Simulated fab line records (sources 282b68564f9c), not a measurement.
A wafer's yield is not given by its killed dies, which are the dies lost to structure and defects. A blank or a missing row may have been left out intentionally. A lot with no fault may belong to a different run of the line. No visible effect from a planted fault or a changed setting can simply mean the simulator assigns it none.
Split-lot study / flow ritCmos / on a route of 202 steps: 5 lots, 23 wafers read

== THE SPLIT ==
At RIT_NRETRO_IMPLANT_08, the setting doseCm2 was moved away from the recipe's 1e+13 on 5 of the 23 wafers read, by -7.3% to +4.0%. The other wafers ran this setting at the recipe's value.

== THE PATH FROM SPLIT TO READING: the file shows 1 step between them ==
- RIT_NRETRO_STRIP_09: strips in O2, time 180 s

== THE READING ==
NRETRO_TW, at RIT_NRETRO_TW_MEAS_10. A value of 1054 with a standard deviation of 3.8 is what fault-free wafers of this fab line usually give.

wafer=L074.1; tool, chamber at the split=implanter-02, 0; doseCm2 as run=1e+13; against the recipe=recipe; NRETRO_TW=1050; against lot-mates on the recipe=-
wafer=L074.2; tool, chamber at the split=implanter-02, 0; doseCm2 as run=1e+13; against the recipe=recipe; NRETRO_TW=1050; against lot-mates on the recipe=-
wafer=L074.4; tool, chamber at the split=implanter-02, 0; doseCm2 as run=1e+13; against the recipe=recipe; NRETRO_TW=1052; against lot-mates on the recipe=-
wafer=L074.5; tool, chamber at the split=implanter-02, 0; doseCm2 as run=1e+13; against the recipe=recipe; NRETRO_TW=1049; against lot-mates on the recipe=-
wafer=L074.6; tool, chamber at the split=implanter-02, 0; doseCm2 as run=1e+13; against the recipe=recipe; NRETRO_TW=1056; against lot-mates on the recipe=-
wafer=L078.1; tool, chamber at the split=implanter-03, 0; doseCm2 as run=1e+13; against the recipe=recipe; NRETRO_TW=1051; against lot-mates on the recipe=-
wafer=L078.2; tool, chamber at the split=implanter-03, 0; doseCm2 as run=1e+13; against the recipe=recipe; NRETRO_TW=1054; against lot-mates on the recipe=-
wafer=L078.3; tool, chamber at the split=implanter-03, 0; doseCm2 as run=1e+13; against the recipe=recipe; NRETRO_TW=1052; against lot-mates on the recipe=-
wafer=L078.5; tool, chamber at the split=implanter-03, 0; doseCm2 as run=1e+13; against the recipe=recipe; NRETRO_TW=1056; against lot-mates on the recipe=-
wafer=L078.6; tool, chamber at the split=implanter-03, 0; doseCm2 as run=1e+13; against the recipe=recipe; NRETRO_TW=1056; against lot-mates on the recipe=-
wafer=L080.1; tool, chamber at the split=implanter-03, 0; doseCm2 as run=1e+13; against the recipe=recipe; NRETRO_TW=1053; against lot-mates on the recipe=-
wafer=L080.2; tool, chamber at the split=implanter-03, 0; doseCm2 as run=1e+13; against the recipe=recipe; NRETRO_TW=1051; against lot-mates on the recipe=-
wafer=L080.3; tool, chamber at the split=implanter-03, 0; doseCm2 as run=9.268e+12; against the recipe=-7.3%; NRETRO_TW=1027; against lot-mates on the recipe=-24
wafer=L080.5; tool, chamber at the split=implanter-03, 0; doseCm2 as run=1e+13; against the recipe=recipe; NRETRO_TW=1049; against lot-mates on the recipe=-
wafer=L080.6; tool, chamber at the split=implanter-03, 0; doseCm2 as run=9.268e+12; against the recipe=-7.3%; NRETRO_TW=1023; against lot-mates on the recipe=-28
wafer=L081.3; tool, chamber at the split=implanter-02, 0; doseCm2 as run=1e+13; against the recipe=recipe; NRETRO_TW=1054; against lot-mates on the recipe=-
wafer=L081.4; tool, chamber at the split=implanter-02, 0; doseCm2 as run=1e+13; against the recipe=recipe; NRETRO_TW=1055; against lot-mates on the recipe=-
wafer=L081.6; tool, chamber at the split=implanter-02, 0; doseCm2 as run=1e+13; against the recipe=recipe; NRETRO_TW=1048; against lot-mates on the recipe=-
wafer=L083.1; tool, chamber at the split=implanter-02, 0; doseCm2 as run=1e+13; against the recipe=recipe; NRETRO_TW=1056; against lot-mates on the recipe=-
wafer=L083.2; tool, chamber at the split=implanter-02, 0; doseCm2 as run=1.04e+13; against the recipe=+4.0%; NRETRO_TW=1071; against lot-mates on the recipe=+14
wafer=L083.3; tool, chamber at the split=implanter-02, 0; doseCm2 as run=1.04e+13; against the recipe=+4.0%; NRETRO_TW=1064; against lot-mates on the recipe=+7
wafer=L083.5; tool, chamber at the split=implanter-02, 0; doseCm2 as run=1.04e+13; against the recipe=+4.0%; NRETRO_TW=1069; against lot-mates on the recipe=+12
wafer=L083.6; tool, chamber at the split=implanter-02, 0; doseCm2 as run=1e+13; against the recipe=recipe; NRETRO_TW=1058; against lot-mates on the recipe=-

THE FIT
A straight line over all 23 wafers: NRETRO_TW changes by +3.8 for each +1% of doseCm2; r = +0.96; the points scatter about the line by 3.
The same after taking each lot's own level away (the mean of its wafers on the recipe; 23 wafers): +3.3 for each +1%; r = +0.96; scatter 2.6.
Per that fit: largest doseCm2 move, reading shift of 24.
The lots' own levels span 1051.0 to 1057.0, that is 1.6 times the standard deviation above.
So the lot-to-lot level changes the slope: the two fits differ.
Check: -24.9 against its lot-mates is what the line predicts for one of the wafers moved furthest among these (-7.3%) when that wafer is left out of the fit. It came out at -24 against them.

== FURTHER SPLITS ON THESE WAFERS ==
These wafers also went through other splits before the reading. Each is held against what the fit with the lots' levels taken away leaves over:
other split on the same wafers=RIT_ACTIVE_CVD_03 tempC; wafers away from the commonest value=15; r with NRETRO_TW (lot level and that fit taken away)=+0.03
other split on the same wafers=RIT_ACTIVE_DEVELOP_10 devTempC; wafers away from the commonest value=12; r with NRETRO_TW (lot level and that fit taken away)=+0.31
other split on the same wafers=RIT_PWELL_COAT_01 spinRpm; wafers away from the commonest value=9; r with NRETRO_TW (lot level and that fit taken away)=-0.14

== FILE'S OWN FIT ==
NRETRO_TW changes by +3.36 for each +1% of doseCm2, r = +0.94.
